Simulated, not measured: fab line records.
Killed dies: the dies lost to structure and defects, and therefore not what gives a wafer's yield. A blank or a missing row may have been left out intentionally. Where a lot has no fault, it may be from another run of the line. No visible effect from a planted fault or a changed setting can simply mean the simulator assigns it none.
Which tool was responsible? | flow rit cmos | 14 lots with 42 wafers sampled at 2 steps, on a route of 202 steps

== WHAT EACH GAUGE READ, for each wafer ==
RIT_M1_CD_MEAS_90: target cd 2600 nm.
lot  | measured    | on        | cd nm (nm)
L173 | day 3 10:07 | cd sem-02 | 2601 2593 2601
L174 | day 3 19:25 | cd sem-02 | 2610 2606 2609
L175 | day 3 21:47 | cd sem-01 | 2597 2600 2598
L177 | day 4 09:01 | cd sem-02 | 2600 2600 2599
L178 | day 4 18:01 | cd sem-02 | 2601 2594 2599
L179 | day 4 20:46 | cd sem-02 | 2593 2597 2595
L180 | day 4 23:10 | cd sem-02 | 2598 2603 2601
L181 | day 5 06:30 | cd sem-02 | 2598 2594 2596
L182 | day 5 10:45 | cd sem-01 | 2601 2600 2602
L187 | day 6 15:02 | cd sem-01 | 2590 2587 2589
L190 | day 7 21:10 | cd sem-01 | 2588 2587 2587
L191 | day 8 10:39 | cd sem-01 | 2605 2604 2604
L192 | day 8 10:55 | cd sem-01 | 2601 2602 2594
L196 | day 9 00:36 | cd sem-01 | 2606 2605 2595

== WHICH TOOL RAN EACH LOT (tool, then ch and the chambers of the sampled wafers, then the start) ==
lot  | RIT_M1_METAL_ETCH_12
L173 | rie metal-04 ch 0,1, day 3 09:26
L174 | rie metal-02 ch 0,1, day 3 18:53
L175 | rie metal-03 ch 0,1, day 3 21:16
L177 | rie metal-02 ch 1, day 4 08:13
L178 | rie metal-03 ch 0,1, day 4 17:29
L179 | rie metal-04 ch 0,1, day 4 20:16
L180 | rie metal-02 ch 0,1, day 4 22:38
L181 | rie metal-03 ch 0,1, day 5 05:58
L182 | rie metal-04 ch 0,1, day 5 10:14
L187 | rie metal-03 ch 0,1, day 6 14:32
L190 | rie metal-03 ch 0,1, day 7 20:38
L191 | rie metal-02 ch 0, day 8 10:08
L192 | rie metal-04 ch 0,1, day 8 10:23
L196 | rie metal-04 ch 0,1, day 9 00:05
- RIT_M1_METAL_ETCH_12: etches Al in Cl2/BCl3, stops on SiO2, time 165 s, target depth 600 nm.

== AS READ BY THE TOOLS THEMSELVES (means over the sampled wafers that have a number; for cases with no such wafer, the mark the record gives instead) ==
RIT_M1_METAL_ETCH_12.
lot  | tool         | chamber pressure mTorr (mTorr) | drypump motor current A (A) | oes product au (a.u.) | throttle valve pct (%)
L173 | rie metal-04 | 100.03                         | 5.4                         | 0.779                 | 8.27
L174 | rie metal-02 | 99.95                          | 5.4                         | 0.780                 | 8.21
L175 | rie metal-03 | 100.09                         | 5.4                         | 0.779                 | 8.30
L177 | rie metal-02 | 100.02                         | 5.6                         | 0.777                 | 8.46
L178 | rie metal-03 | 100.02                         | 5.9                         | 0.780                 | 8.24
L179 | rie metal-04 | 100.03                         | 5.1                         | 0.778                 | 8.38
L180 | rie metal-02 | 100.02                         | 5.5                         | 0.779                 | 8.33
L181 | rie metal-03 | 99.93                          | 5.4                         | 0.775                 | 8.31
L182 | rie metal-04 | 100.09                         | 5.4                         | 0.772                 | 8.29
L187 | rie metal-03 | 100.05                         | 5.4                         | 0.776                 | 8.30
L190 | rie metal-03 | 100.10                         | 5.4                         | 0.772                 | 8.30
L191 | rie metal-02 | 100.00                         | 5.3                         | 0.790                 | 8.08
L192 | rie metal-04 | 100.01                         | 5.3                         | 0.774                 | 8.28
L196 | rie metal-04 | 99.98                          | 5.3                         | 0.767                 | 8.29

== THE ANSWER, worked out from the rows above alone ==
Rule: the lots themselves supply what counts as usual. Put in order of their means at a reading, lots are off if they are a third of the lots or fewer, leave a main group of 4 or more, and stand apart from it by a gap of 3 or more times the standard deviation of the main group's means; of several such gaps the widest counts. The tables above print the reading to a certain number of digits; a main group whose means all agree to those digits is not used. Also off: a lot with no number at a reading for which 4 or more lots have one. Any other lot the step has rows for is counted as sound. Order of review: gauges by route order, followed by the tools' own readings, for which a lot's mean as printed above is used. At the first step where some lot is off, the reading lying furthest off is the one used; lots without a number count as furthest.
Nothing can be told from this: no lot is off at any reading shown.

== WHAT THE SIMULATOR PUT IN ==
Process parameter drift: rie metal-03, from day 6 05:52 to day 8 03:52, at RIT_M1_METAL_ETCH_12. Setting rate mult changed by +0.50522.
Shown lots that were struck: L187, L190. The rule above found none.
